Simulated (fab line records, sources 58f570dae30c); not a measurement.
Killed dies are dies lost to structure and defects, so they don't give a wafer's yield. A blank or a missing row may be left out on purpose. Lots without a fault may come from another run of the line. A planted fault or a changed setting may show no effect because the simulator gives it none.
Split-lot experiment | flow berkeley_cmos170 | 5 lots, 23 wafers read, on a route of 331 steps

THE SPLIT
At UCB170_M3_COAT_10 (resist thk 900 nm), the setting spin_rpm was moved away from the recipe's 1500 rpm on 8 of the 23 wafers read, by -6.1% to -5.1%. The other wafers ran this setting at the recipe's value.

FROM THE SPLIT TO THE READING: what the file shows between them, 1 step
- UCB170_M3_EXPOSE_12: exposes mask METAL3, target cd 700 nm (also split here: dose_mj)

THE READING
KrF_of_M3_COAT_10.thk_nm (the simulator's own value, which no gauge read), in nm, at UCB170_M3_DEVELOP_14 (develop time 45 s). The file gives no usual value for it. The 15 wafers here that ran the recipe average 883.8 nm, standard deviation 1.3 nm.

wafer  | tool, chamber at the split | spin_rpm as run, rpm | against the recipe | KrF_of_M3_COAT_10.thk_nm, nm | against lot-mates on the recipe
L078.1 | litho_track-02, 0          | 1408                 | -6.1%              | 913.7                        | +30.3
L078.3 | litho_track-02, 0          | 1408                 | -6.1%              | 913.5                        | +30.1
L078.4 | litho_track-02, 0          | 1408                 | -6.1%              | 911.4                        | +28.0
L078.5 | litho_track-02, 0          | 1500                 | recipe             | 883.1                        | -
L078.6 | litho_track-02, 0          | 1500                 | recipe             | 883.7                        | -
L082.2 | litho_track-04, 0          | 1500                 | recipe             | 882.3                        | -
L082.3 | litho_track-04, 0          | 1500                 | recipe             | 882.5                        | -
L082.6 | litho_track-04, 0          | 1500                 | recipe             | 883.9                        | -
L081.2 | litho_track-04, 0          | 1423                 | -5.1%              | 908.8                        | +24.0
L081.3 | litho_track-04, 0          | 1500                 | recipe             | 883.6                        | -
L081.4 | litho_track-04, 0          | 1500                 | recipe             | 885.9                        | -
L081.5 | litho_track-04, 0          | 1423                 | -5.1%              | 907.2                        | +22.5
L081.6 | litho_track-04, 0          | 1423                 | -5.1%              | 909.1                        | +24.4
L080.1 | litho_track-01, 0          | 1500                 | recipe             | 881                          | -
L080.2 | litho_track-01, 0          | 1500                 | recipe             | 884.7                        | -
L080.3 | litho_track-01, 0          | 1500                 | recipe             | 885                          | -
L080.4 | litho_track-01, 0          | 1500                 | recipe             | 882.7                        | -
L080.6 | litho_track-01, 0          | 1500                 | recipe             | 884.1                        | -
L083.1 | litho_track-04, 0          | 1418                 | -5.5%              | 912.5                        | +27.7
L083.2 | litho_track-04, 0          | 1500                 | recipe             | 884.1                        | -
L083.4 | litho_track-04, 0          | 1418                 | -5.5%              | 909.4                        | +24.6
L083.5 | litho_track-04, 0          | 1500                 | recipe             | 884.7                        | -
L083.6 | litho_track-04, 0          | 1500                 | recipe             | 885.5                        | -

THE FIT
A straight line over all 23 wafers: KrF_of_M3_COAT_10.thk_nm changes by -4.81 nm for each +1% of spin_rpm; r = -1.00; the points scatter about the line by 1.3 nm.
The same after taking each lot's own level away (the mean of its wafers on the recipe; 23 wafers): -4.74 nm for each +1%; r = -1.00; scatter 1.2 nm.
On that fit, the largest move of spin_rpm shifts the reading by 29 nm.
The lots' own levels span 882.90 to 884.77 nm, that is 1.5 times the standard deviation above.
So the lot-to-lot level changes the slope little: the two slopes agree.
Check: with one of the wafers moved furthest among these (-6.1%) left out of the fit, the line predicts +28.8 nm for it against its lot-mates. It came out at +30.3 nm against them.

OTHER SPLITS ON THESE WAFERS
These wafers also went through other splits before the reading. Each is held against what the fit with the lots' levels taken away leaves over:
other split on the same wafers | wafers away from the commonest value | r with KrF_of_M3_COAT_10.thk_nm (lot level and that fit taken away)
UCB170_M2_SPUTTER_01 time_s    | 5                                    | +0.06
UCB170_M3_EXPOSE_12 dose_mj    | 6                                    | +0.05

THE WHOLE CHAIN: every reading that the file lists as answering this split, in the file's order
step                 | what it does      | reading                                                                   | change (the file's fit)              | r (the file's)
UCB170_M3_COAT_10    | resist thk 900 nm | KrF_of_M3_COAT_10.thk_nm (the simulator's own value, which no gauge read) | -4.74 nm for each +1% of the setting | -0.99
UCB170_M3_DEVELOP_14 | develop time 45 s | KrF_of_M3_COAT_10.thk_nm (the simulator's own value, which no gauge read) | -4.75 nm for each +1% of the setting | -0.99

THE FILE'S OWN FIT
KrF_of_M3_COAT_10.thk_nm changes by -4.75 nm for each +1% of spin_rpm, r = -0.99.
